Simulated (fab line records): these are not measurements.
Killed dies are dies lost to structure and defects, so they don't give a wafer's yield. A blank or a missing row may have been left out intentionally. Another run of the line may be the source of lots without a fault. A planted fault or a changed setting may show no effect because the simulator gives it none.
What tool caused it?	flow ritCmos	7 lots, 21 wafers sampled, at 2 steps of a route of 202

## WHAT THE GAUGES SHOWED, per wafer
RIT_SILICIDE_RS_MEAS_02: a four-point-probe measurement.
lot	measured	on	SILICIDE_TI_RS (ohm/sq)
L627	day 3 07:58	filmMetro-04	49.5 49.7 49.0
L632	day 4 14:43	filmMetro-02	50.2 48.9 49.4
L634	day 5 04:49	filmMetro-01	48.8 48.0 48.7
L637	day 5 15:29	filmMetro-01	48.3 48.9 48.9
L642	day 6 09:31	filmMetro-04	86.8 86.3 86.2
L644	day 6 21:29	filmMetro-02	48.5 47.4 48.1
L648	day 7 18:07	filmMetro-04	48.3 49.7 49.3

## WHICH TOOL RAN EACH LOT (tool, then ch and the chambers of the sampled wafers, then the start)
lot	RIT_SILICIDE_SPUTTER_01
L627	pvdSputter-01, day 3 07:49
L632	pvdSputter-04, day 4 14:31
L634	pvdSputter-04, day 5 04:40
L637	pvdSputter-04, day 5 15:20
L642	pvdSputter-01, day 6 09:19
L644	pvdSputter-04, day 6 21:19
L648	pvdSputter-03, day 7 17:55
- RIT_SILICIDE_SPUTTER_01: material Ti, target thk 30 nm, time 236.4 s.

## THE ANSWER, worked out from the rows above alone
Rule: the lots themselves supply what counts as usual. Put in order of their means at a reading, lots are off if they are a third of the lots or fewer, leave a main group of 4 or more, and stand apart from it by a gap of 3 or more times the standard deviation of the main group's means; of several such gaps the widest counts. A main group whose means are all the same, to the digits that the tables above print for the reading, isn't used. Also off: a lot with no number at a reading for which 4 or more lots have one. Where the step has rows for the other lots, those lots are counted as sound.
Off: L642, at RIT_SILICIDE_RS_MEAS_02 (SILICIDE_TI_RS). For the main group the mean is 48.9 ohm/sq and the standard deviation 0.52.
If a tool, at a process step before that reading, ran all the lots that are off and no sound lot after the first of them, it fits. The gauges at RIT_SILICIDE_RS_MEAS_02 are tried like those tools. One candidate fits, namely pvdSputter-01 at RIT_SILICIDE_SPUTTER_01. Its last sound lot is L627 (day 3 07:49), its first lot that is off L642 (day 6 09:19): a fault that began between those two fits.

## WHAT WAS PUT IN BY THE SIMULATOR
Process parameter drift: pvdSputter-01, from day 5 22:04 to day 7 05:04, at RIT_SILICIDE_SPUTTER_01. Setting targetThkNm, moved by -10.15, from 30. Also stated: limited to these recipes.
Shown lots that were struck: L642. Same finding as the rule above.
